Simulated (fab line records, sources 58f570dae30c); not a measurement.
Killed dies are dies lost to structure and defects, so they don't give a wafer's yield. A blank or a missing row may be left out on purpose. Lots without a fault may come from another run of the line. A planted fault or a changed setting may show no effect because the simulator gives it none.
Which tool did it? | flow berkeley_cmos170 | 14 lots, 42 wafers sampled, at 3 steps of a route of 331

WHAT THE GAUGES READ, wafer by wafer
UCB170_START_THK_MEAS_03. Usual: START_OXIDE_THK 20.0 nm, standard deviation 0.44.
lot  | measured    | on            | START_OXIDE_THK (nm) | flag
L628 | day 1 16:10 | film_metro-04 | 19.6 20.0 19.9       |
L629 | day 1 20:40 | film_metro-02 | 19.8 19.9 19.8       |
L630 | day 2 03:20 | film_metro-04 | 19.7 20.0 20.2       |
L631 | day 2 03:20 | film_metro-02 | 19.9 19.9 19.8       |
L633 | day 2 17:31 | film_metro-02 | 19.1 19.6 19.6       |
L634 | day 2 21:35 | film_metro-04 | 20.2 20.4 20.1       |
L635 | day 3 02:47 | film_metro-02 | 19.7 19.8 19.7       |
L637 | day 3 12:37 | film_metro-02 | 19.8 20.1 20.3       |
L638 | day 3 18:02 | film_metro-04 | 21.4 21.3 21.2       |
L639 | day 4 00:14 | film_metro-03 | 19.7 19.9 19.9       |
L645 | day 5 03:44 | film_metro-04 | 19.4 19.6 19.9       |
L647 | day 5 16:07 | film_metro-03 | 20.3 20.5 20.4       |
L648 | day 5 16:07 | film_metro-04 | 20.1 20.5 20.4       |
L649 | day 6 01:27 | film_metro-04 | 19.2 19.5 19.3       |

UCB170_PWELL_TW_MEAS_17. Usual: PWELL_TW 380.5, standard deviation 1.8.
lot  | measured    | on            | PWELL_TW          | flag
L628 | day 3 07:15 | film_metro-04 | 381.1 381.8 377.9 |
L629 | day 3 14:20 | film_metro-02 | 379.5 379.7 379.3 |
L630 | day 4 02:20 | film_metro-04 | 378.4 377.4 381.4 |
L631 | day 4 02:06 | film_metro-01 | 380.3 383.1 379.1 |
L633 | day 4 08:39 | film_metro-01 | 381.3 383.0 381.8 |
L634 | day 4 19:25 | film_metro-04 | 381.3 380.3 379.4 |
L635 | day 4 19:41 | film_metro-02 | 378.2 377.8 379.2 |
L637 | day 5 09:44 | film_metro-02 | 379.2 379.3 378.4 |
L638 | day 5 09:28 | film_metro-01 | 382.8 382.2 383.9 |
L639 | day 5 18:11 | film_metro-01 | 381.6 379.1 382.0 |
L645 | day 7 01:50 | film_metro-01 | 379.9 382.9 382.3 |
L647 | day 7 17:35 | film_metro-01 | 383.5 383.1 383.2 |
L648 | day 7 17:52 | film_metro-04 | 339.5 339.6 337.4 | OFF
L649 | day 8 10:24 | film_metro-01 | 339.5 340.0 336.7 | OFF

WHICH TOOL RAN EACH LOT (tool, then ch and the chambers of the sampled wafers, then the start)
lot  | UCB170_PWELL_IMPLANT_15
L628 | implanter-03 ch 0, day 3 06:59
L629 | implanter-03 ch 0, day 3 14:05
L630 | implanter-02 ch 0, day 4 02:05
L631 | implanter-03 ch 0, day 4 01:51
L633 | implanter-02 ch 0, day 4 08:25
L634 | implanter-02 ch 0, day 4 19:11
L635 | implanter-03 ch 0, day 4 19:28
L637 | implanter-02 ch 0, day 5 09:30
L638 | implanter-03 ch 0, day 5 09:15
L639 | implanter-03 ch 0, day 5 17:56
L645 | implanter-01 ch 0, day 7 01:35
L647 | implanter-01 ch 0, day 7 17:20
L648 | implanter-02 ch 0, day 7 17:37
L649 | implanter-02 ch 0, day 8 10:09
- UCB170_PWELL_IMPLANT_15

WHAT THE TOOLS THEMSELVES READ (means of the sampled wafers that have a number; where no wafer has one, the mark that the record gives instead)
UCB170_PWELL_IMPLANT_15. Usual: dose_ions_cm2 4.999e+12, standard deviation 5.6e+09; faraday_current_uA 15.9, standard deviation 0.34.
lot  | tool         | dose_ions_cm2 | faraday_current_uA | flag
L628 | implanter-03 | 4.997e+12     | 16.0               |
L629 | implanter-03 | 5.008e+12     | 15.4               |
L630 | implanter-02 | 4.995e+12     | 16.0               |
L631 | implanter-03 | 4.997e+12     | 15.9               |
L633 | implanter-02 | 5.006e+12     | 15.9               |
L634 | implanter-02 | 4.999e+12     | 15.4               |
L635 | implanter-03 | 4.999e+12     | 15.8               |
L637 | implanter-02 | 4.998e+12     | 15.7               |
L638 | implanter-03 | 4.999e+12     | 15.5               |
L639 | implanter-03 | 5.000e+12     | 16.0               |
L645 | implanter-01 | 4.998e+12     | 15.9               |
L647 | implanter-01 | 4.998e+12     | 16.1               |
L648 | implanter-02 | 3.350e+12     | 10.3               | OFF
L649 | implanter-02 | 3.346e+12     | 10.4               | OFF

THE ANSWER, worked out from the rows above alone
Rule: a lot is off if the mean of its wafers that have a number lies more than 3 standard deviations from the usual mean. A lot without any number at a reading at which 4 lots or more have one is off too. The other lots that the step has rows for count as sound. The gauges are gone through in route order, then the tools' own readings, and for those a lot's mean is taken as printed above. The first step at which some lot is off is used, and at that step the reading that is off furthest; a lot without a number counts as furthest.
Off: L648, L649, at UCB170_PWELL_TW_MEAS_17 (PWELL_TW).
A tool fits if, at a process step before that reading, it ran every lot that is off, and no sound lot after the first of them. The gauges at UCB170_PWELL_TW_MEAS_17 aren't tried: what is off there is off at UCB170_PWELL_IMPLANT_15 too, on other tools, and a gauge's error can't cause that. One fits: implanter-02 at UCB170_PWELL_IMPLANT_15. Its last sound lot is L637 (day 5 09:30), its first lot that is off L648 (day 7 17:37): a fault that began between those two fits.
The tool's own readings at UCB170_PWELL_IMPLANT_15 bear it out: on the lots that are off they differ by more than 5 times the standard deviation of the sound lots' means. dose_ions_cm2 reads 3.348e+12 there against 5.000e+12 on the sound lots; faraday_current_uA reads 10.4 there against 15.8 on the sound lots.

WHAT THE SIMULATOR HAD PUT IN
Process parameter drift: implanter-02, from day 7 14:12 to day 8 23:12, at UCB170_PWELL_IMPLANT_15. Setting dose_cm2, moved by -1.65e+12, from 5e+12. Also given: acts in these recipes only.
Lots struck among those shown: L648, L649. The rule above found the same.
